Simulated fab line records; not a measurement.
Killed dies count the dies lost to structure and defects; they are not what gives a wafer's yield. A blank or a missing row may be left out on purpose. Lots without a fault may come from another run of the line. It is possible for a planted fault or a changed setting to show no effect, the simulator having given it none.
fab line records	flow berkeley-cmos170
record: lots: 13	wafers: 39	last-day: 12
route steps=331 shown SACOX@99 NLDD@168 CONTACT@217
lots that met no fault: taken from a fault-free run of the same line
start-h: hours from the record's first day to the start of the lot's first wafer shown	wait-h: hours from the lot's prior step to this one	" the same as in the row above	L1.1+2: a single row standing in for several wafers	- no value, or no start given	* or withheld: withheld	< > ~ a bound
route shown NAME@n: NAME is a module with steps in the file, n the number in the route of the first one	usual: the fault-free wafers' mean and standard deviation	same: alike in all rows	chamber/n: place in a boat	sites: each site's reading	_std_site: the standard deviation of these	_edge_site: outer sites' mean less inner sites'	radius-mm: how far each site lies from the wafer's centre	mask NAME#n: copy n	behind: the tool/chamber that last shaped the wafer	hold: the reason the lot was held/the length of the hold in hours/how it ended	device: the n, p or np transistor that did not switch	end of line: tests of these same wafers at the route's end	where a step has no rows: the recipe by itself	killed: count of dies lost to structure and defects at first sort (not the wafer's yield)	map: shows each die of a wafer: x if killed, . if not, _ if none is there
set.NAME: the setting as run; set.NAME@STEP: as run at that earlier step	model.NAME: the simulator's own value behind a step, which no gauge read
a sample of lots followed through the steps of the route, with each step as a table and each wafer as a row
services: when a tool's chamber went out of use (start-h, in hours from the record's first day, below 0 if earlier), for how many hours, and the reason
== steps ==
step: UCB170_SACOX_THK_MEAS_02
recipe: reads: SiO2_of_SACOX_OXIDATION_01
usual: SACOX_OXIDE_THK: 14.27/0.23
lot.wafer	tool	chamber	start-h	wait-h	SACOX_OXIDE_THK[nm]
L317.3	film-metro-04	-	103.23	0.0	14.17
L317.4	"	-	"	"	14.12
L317.6	"	-	"	"	14.24
L318.2	film-metro-04	-	103.28	0.1	14.02
L318.5	"	-	"	"	14.08
L318.6	"	-	"	"	14.08
L323.3	film-metro-04	-	126.34	0.0	14.15
L323.5	"	-	"	"	14.23
L323.6	"	-	"	"	14.22
L327.1	film-metro-01	-	149.73	0.0	14.51
L327.2	"	-	"	"	14.50
L327.5	"	-	"	"	14.39
L326.2	film-metro-02	-	149.74	0.0	14.32
L326.3	"	-	"	"	14.43
L326.5	"	-	"	"	14.44
L328.2	film-metro-04	-	149.74	0.0	14.27
L328.3	"	-	"	"	14.24
L328.4	"	-	"	"	14.17
L329.3	film-metro-01	-	149.81	0.1	14.50
L329.5	"	-	"	"	14.35
L329.6	"	-	"	"	14.45
L331.1	film-metro-04	-	172.28	0.0	14.04
L331.4	"	-	"	"	13.97
L331.5	"	-	"	"	14.27
L332.1	film-metro-01	-	172.28	0.0	14.72
L332.2	"	-	"	"	14.38
L332.4	"	-	"	"	14.43
L333.1	film-metro-01	-	182.91	0.0	14.77
L333.5	"	-	"	"	14.72
L333.6	"	-	"	"	14.80
L339.3	film-metro-02	-	202.04	0.0	14.11
L339.5	"	-	"	"	14.24
L339.6	"	-	"	"	14.54
L337.3	film-metro-04	-	202.10	0.1	13.84
L337.4	"	-	"	"	13.94
L337.5	"	-	"	"	13.89
L340.3	film-metro-02	-	212.17	0.0	14.51
L340.5	"	-	"	"	14.42
L340.6	"	-	"	"	14.45
step: UCB170_NLDD_STRIP_10
recipe: chemistry: O2	power-w: 400	pressure-mtorr: 3500	platen-temp-c: withheld	o2-flow-sccm: 400	overash-fraction: 0.5
usual: drypump-motor-current-A: 5.74/0.16	oes-product-au: 0.734/0.0049	strip-time-to-endpoint-s: 21.64/0.054
lot.wafer	tool	chamber	start-h	wait-h	drypump-motor-current-A	oes-product-au	rf-hours-counter-h	strip-time-to-endpoint-s
L317.3	plasma-asher-03	1	129.86	0.1	5.46	0.725	-	21.58
L317.4	"	0	"	"	5.87	0.736	-	21.66
L317.6	"	1	"	"	5.48	0.729	-	21.63
L318.2	plasma-asher-03	1	130.10	0.1	5.50	0.729	34	21.78
L318.5	"	1	"	"	5.50	0.732	-	21.76
L318.6	"	0	"	"	5.84	0.722	-	21.77
L323.3	plasma-asher-04	1	155.45	0.1	5.92	0.739	-	21.60
L323.5	"	0	"	"	5.76	0.724	-	21.63
L323.6	"	1	"	"	5.97	0.727	-	21.69
L329.3	plasma-asher-02	0	177.35	0.1	5.63	0.736	-	21.63
L329.5	"	1	"	"	5.79	0.735	-	21.55
L329.6	"	0	"	"	5.62	0.732	-	21.62
L326.2	plasma-asher-03	1	177.92	0.1	5.49	0.736	39	21.61
L326.3	"	1	"	"	5.48	0.741	-	21.66
L326.5	"	1	"	"	5.49	0.734	-	21.63
L327.1	plasma-asher-04	1	178.16	0.1	6.01	0.733	48	21.57
L327.2	"	0	"	"	5.79	0.734	48	21.70
L327.5	"	1	"	"	5.95	0.729	-	21.68
L328.2	plasma-asher-03	0	178.40	0.1	5.83	0.742	39	21.63
L328.3	"	1	"	"	5.45	0.736	-	21.72
L328.4	"	0	"	"	5.81	0.731	-	21.67
L332.1	plasma-asher-02	1	202.53	0.1	5.78	0.730	10	21.71
L332.2	"	0	"	"	5.63	0.728	10	21.67
L332.4	"	0	"	"	5.63	0.736	-	21.66
L331.1	plasma-asher-04	0	202.98	0.1	5.74	0.730	51	21.62
L331.4	"	0	"	"	5.75	0.734	-	21.66
L331.5	"	0	"	"	5.80	0.729	-	21.60
L333.1	plasma-asher-04	0	212.45	0.1	5.76	0.739	52	21.57
L333.5	"	0	"	"	5.75	0.730	-	21.60
L333.6	"	1	"	"	5.92	0.736	-	21.56
L339.3	plasma-asher-03	1	231.93	0.1	5.48	0.742	-	21.61
L339.5	"	1	"	"	5.45	0.731	-	21.61
L339.6	"	0	"	"	5.84	0.735	-	21.69
L337.3	plasma-asher-02	1	232.38	0.1	5.79	0.735	-	21.58
L337.4	"	0	"	"	5.64	0.727	-	21.65
L337.5	"	1	"	"	5.81	0.738	-	21.66
L340.3	plasma-asher-02	0	238.48	0.1	5.63	0.731	-	21.54
L340.5	"	1	"	"	5.77	0.735	-	21.59
L340.6	"	0	"	"	5.64	0.732	-	21.62
step: UCB170_CONTACT_CVD_01
recipe: material: PSG	target-thk-nm: 700	temp-c: 450	precursor: SiH4/O2/PH3	time-s: 2820	pressure-mtorr: 300	sih4-flow-sccm: 60	o2-flow-sccm: 90	ph3-flow-sccm: 25
usual: sih4-flow-sccm: 60.04/0.18
lot.wafer	tool	chamber	start-h	wait-h	sih4-flow-sccm
L317.3	lpcvd-01	0	142.25	0.7	59.81
L317.4	"	0	"	"	60.03
L317.6	"	0	"	"	59.87
L318.2	lpcvd-01	0	142.25	0.2	60.07
L318.5	"	0	"	"	59.98
L318.6	"	0	"	"	60.18
L323.3	lpcvd-02	0	167.28	0.2	60.05
L323.5	"	0	"	"	60.24
L323.6	"	0	"	"	60.14
L329.3	lpcvd-02	1	187.44	0.5	60.16
L329.5	"	1	"	"	59.91
L329.6	"	1	"	"	59.64
L326.2	lpcvd-01	0	188.80	1.1	59.77
L326.3	"	0	"	"	59.87
L326.5	"	0	"	"	59.87
L327.1	lpcvd-01	1	188.80	1.3	60.00
L327.2	"	1	"	"	60.15
L327.5	"	1	"	"	60.30
L328.2	lpcvd-01	1	188.80	0.9	60.04
L328.3	"	1	"	"	60.15
L328.4	"	1	"	"	60.27
L332.1	lpcvd-02	0	213.80	0.0	60.16
L332.2	"	0	"	"	60.07
L332.4	"	0	"	"	60.00
L331.1	lpcvd-02	0	216.48	1.8	60.07
L331.4	"	0	"	"	60.10
L331.5	"	0	"	"	59.99
L333.1	lpcvd-02	0	221.44	0.0	60.18
L333.5	"	0	"	"	60.10
L333.6	"	0	"	"	59.83
L339.3	lpcvd-01	1	242.95	0.0	60.10
L339.5	"	1	"	"	60.18
L339.6	"	1	"	"	60.27
L337.3	lpcvd-02	0	243.76	0.6	60.26
L337.4	"	0	"	"	60.30
L337.5	"	0	"	"	60.08
L340.3	lpcvd-01	0	250.05	2.1	60.35
L340.5	"	0	"	"	60.01
L340.6	"	0	"	"	60.08
step: UCB170_CONTACT_THK_MEAS_02
recipe: reads: PSG_of_CONTACT_CVD_01
usual: CONTACT_PSG_THK: 701/8.1
lot.wafer	tool	chamber	start-h	wait-h	hold	CONTACT_PSG_THK[nm]
L318.2	film-metro-01	-	144.04	0.0	-	708
L318.5	"	-	"	"	-	712
L318.6	"	-	"	"	-	712
L317.3	film-metro-02	-	144.05	0.0	-	692
L317.4	"	-	"	"	-	690
L317.6	"	-	"	"	-	695
L323.3	film-metro-02	-	169.08	0.0	-	703
L323.5	"	-	"	"	-	701
L323.6	"	-	"	"	-	704
L329.3	film-metro-04	-	189.24	0.0	-	689
L329.5	"	-	"	"	-	695
L329.6	"	-	"	"	-	696
L327.1	film-metro-02	-	190.58	0.0	-	708
L327.2	"	-	"	"	-	711
L327.5	"	-	"	"	-	709
L326.2	film-metro-04	-	190.59	0.0	-	712
L326.3	"	-	"	"	-	709
L326.5	"	-	"	"	-	713
L328.2	film-metro-01	-	190.59	0.0	-	716
L328.3	"	-	"	"	-	712
L328.4	"	-	"	"	-	707
L332.1	film-metro-02	-	216.48	0.0	-	688
L332.2	"	-	"	"	-	687
L332.4	"	-	"	"	-	690
L331.1	film-metro-04	-	219.15	0.0	-	702
L331.4	"	-	"	"	-	698
L331.5	"	-	"	"	-	702
L333.1	film-metro-01	-	223.22	0.0	-	705
L333.5	"	-	"	"	-	702
L333.6	"	-	"	"	-	706
L337.3	film-metro-04	-	245.56	0.0	await-dispo/0.2h/release	516
L337.4	"	-	"	"	await-dispo/0.2h/release	514
L337.5	"	-	"	"	await-dispo/0.2h/release	518
L337.3	film-metro-04	-	245.81	0.2	-	516
L337.4	"	-	"	"	-	514
L337.5	"	-	"	"	-	518
L339.3	film-metro-04	-	245.68	0.1	-	706
L339.5	"	-	"	"	-	707
L339.6	"	-	"	"	-	702
L340.3	film-metro-04	-	252.74	0.0	-	715
L340.5	"	-	"	"	-	703
L340.6	"	-	"	"	-	703
step: UCB170_CONTACT_CD_MEAS_15
recipe: target-cd-nm: 700
usual: cd-nm: 699.5/1.6
lot.wafer	tool	chamber	start-h	wait-h	cd-nm
L317.3	cd-sem-02	-	145.83	-	701.6
L317.4	"	-	"	"	700.5
L317.6	"	-	"	"	700.1
L318.2	cd-sem-01	-	146.35	-	697.3
L318.5	"	-	"	"	697.2
L318.6	"	-	"	"	694.4
L323.3	cd-sem-01	-	171.00	-	698.9
L323.5	"	-	"	"	699.5
L323.6	"	-	"	"	697.8
L329.3	cd-sem-01	-	191.40	-	699.4
L329.5	"	-	"	"	697.2
L329.6	"	-	"	"	699.1
L327.1	cd-sem-01	-	192.51	-	700.0
L327.2	"	-	"	"	700.1
L327.5	"	-	"	"	700.4
L326.2	cd-sem-02	-	192.75	-	697.3
L326.3	"	-	"	"	697.3
L326.5	"	-	"	"	699.7
L328.2	cd-sem-01	-	192.81	-	700.0
L328.3	"	-	"	"	697.1
L328.4	"	-	"	"	699.0
L332.1	cd-sem-01	-	218.50	-	699.9
L332.2	"	-	"	"	697.2
L332.4	"	-	"	"	699.4
L331.1	cd-sem-01	-	220.98	-	701.6
L331.4	"	-	"	"	702.0
L331.5	"	-	"	"	701.1
L333.1	cd-sem-01	-	225.04	-	702.0
L333.5	"	-	"	"	702.3
L333.6	"	-	"	"	702.0
L339.3	cd-sem-01	-	248.08	-	698.8
L339.5	"	-	"	"	699.9
L339.6	"	-	"	"	697.5
L337.3	cd-sem-02	-	249.98	-	702.5
L337.4	"	-	"	"	702.0
L337.5	"	-	"	"	700.9
L340.3	cd-sem-02	-	254.72	-	697.9
L340.5	"	-	"	"	698.3
L340.6	"	-	"	"	699.5
step: UCB170_CONTACT_ETCH_18
recipe: chemistry: CHF3/CF4/Ar	target: PSG	stop-on: TiSi2	CHF3_flow_sccm: 45	cf4-flow-sccm: 15	Ar_flow_sccm: 150	pressure-mtorr: 200	rf-w: 700	target-depth-a: 8400	over-etch-frac: 0.2	time-s: 195
usual: drypump-motor-current-A: 5.6/0.49	oes-product-au: 0.899/0.013	throttle-valve-pct: 6.97/0.11
same: over-etch-frac: 0.2
lot.wafer	tool	chamber	start-h	wait-h	drypump-motor-current-A	oes-product-au	rf-hours-counter-h	throttle-valve-pct
L317.3	rie-diel-03	1	-	-	6.5	0.882	35	6.95
L317.4	"	0	"	"	6.0	0.890	57	6.82
L317.6	"	0	"	"	6.0	0.910	-	6.84
L318.2	rie-diel-01	3	-	-	5.2	0.902	52	6.83
L318.5	"	3	"	"	5.2	0.890	-	6.83
L318.6	"	2	"	"	5.5	0.895	-	7.10
L323.3	rie-diel-01	0	-	-	5.3	0.889	97	6.98
L323.5	"	0	"	"	5.3	0.895	-	6.99
L323.6	"	3	"	"	5.2	0.894	-	6.82
L329.3	rie-diel-01	1	-	-	5.3	0.873	141	7.14
L329.5	"	1	"	"	5.3	0.876	-	7.14
L329.6	"	2	"	"	5.5	0.892	-	7.12
L327.1	rie-diel-03	2	-	-	5.8	0.927	22	6.96
L327.2	"	1	"	"	6.5	0.896	38	6.96
L327.5	"	3	"	"	4.9	0.921	-	7.11
L326.2	rie-diel-01	2	-	-	5.5	0.903	2	7.10
L326.3	"	3	"	"	5.2	0.900	54	6.83
L326.5	"	0	"	"	5.3	0.892	-	6.97
L328.2	rie-diel-04	1	-	-	6.1	0.916	21	7.15
L328.3	"	0	"	"	5.7	0.917	88	6.87
L328.4	"	3	"	"	5.8	0.905	53	6.86
L332.1	rie-diel-04	2	-	-	5.1	0.889	68	6.93
L332.2	"	3	"	"	5.8	0.899	54	6.86
L332.4	"	0	"	"	5.7	0.889	89	6.89
L331.1	rie-diel-03	2	-	-	5.8	0.923	23	6.96
L331.4	"	0	"	"	6.0	0.903	60	6.83
L331.5	"	1	"	"	6.5	0.888	-	6.95
L333.1	rie-diel-04	0	-	-	5.7	0.904	89	6.88
L333.5	"	1	"	"	6.1	0.898	-	7.14
L333.6	"	0	"	"	5.7	0.909	-	6.89
L339.3	rie-diel-04	1	-	-	6.1	0.911	24	7.13
L339.5	"	0	"	"	5.7	0.903	-	6.90
L339.6	"	3	"	"	5.8	0.912	-	6.87
L337.3	rie-diel-03	1	-	-	6.5	0.757	40	6.96
L337.4	"	0	"	"	6.0	0.770	62	6.83
L337.5	"	0	"	"	6.0	0.782	-	6.85
L340.3	rie-diel-04	2	-	-	5.1	0.904	70	6.93
L340.5	"	2	"	"	5.0	0.899	-	6.93
L340.6	"	1	"	"	6.1	0.908	-	7.15
== services ==
tool	chamber	start-h	hours	kind
rie-diel-04	0	107.38	2.4	repair
plasma-asher-02	-	108.75	9.0	pm
plasma-asher-02	0	108.75	9.0	vent-cycle
plasma-asher-02	1	108.75	9.0	vent-cycle
rie-diel-01	2	114.12	-	clean
rie-diel-01	2	114.12	31.1	scheduled-down
rie-diel-01	2	114.12	31.1	vent-cycle
plasma-asher-02	0	117.75	-	clean
plasma-asher-02	1	117.75	-	clean
rie-diel-04	-	137.02	4.4	repair
rie-diel-03	3	148.69	-	clean
rie-diel-03	3	148.69	11.9	scheduled-down
rie-diel-03	3	148.69	11.9	vent-cycle
rie-diel-01	2	154.80	5.4	repair
plasma-asher-03	-	159.30	5.2	repair
rie-diel-03	0	186.01	11.6	repair
rie-diel-03	1	196.70	5.2	repair
rie-diel-04	0	201.47	4.6	repair
rie-diel-01	-	225.19	2.8	pm
rie-diel-03	-	226.81	4.3	pm
rie-diel-01	1	227.94	-	clean
rie-diel-01	1	227.94	26.0	scheduled-down
rie-diel-01	1	227.94	26.0	vent-cycle
== key ==
first-sign: step: UCB170_CONTACT_THK_MEAS_02	reading: visit	direction: added
effect: step: UCB170_CONTACT_THK_MEAS_02	reading: CONTACT_PSG_THK	direction: down	sigmas: 23	usual: 701	struck: 516
effect: step: UCB170_CONTACT_ETCH_18	reading: oes-product-au	direction: down	sigmas: 10	usual: 0.899	struck: 0.770
met-at UCB170_CONTACT_CVD_01
struck-lots L337
struck-wafers L337.3,L337.4,L337.5
tester-left-out L337
not-acting-at UCB170_SACOX_THK_MEAS_02,UCB170_NLDD_STRIP_10,UCB170_CONTACT_CD_MEAS_15
onset-between 221.44 243.76
fault: kind: process-parameter-drift	tool: lpcvd-02	chamber: 0	onset-h: 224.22	steps: UCB170_CONTACT_CVD_01	channel: target-thk-nm	offset: -189.09	shape: step	end-h: 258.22	acts-in: these-recipes-only	stated: 700
tester-left-out: of these lots the tester's yield and bins aren't shown, on N5 and GAA mostly nor the transistor test; their killed dies are dies lost to structure and defects alone, not to doping, threshold or leakage, so they don't give the yield
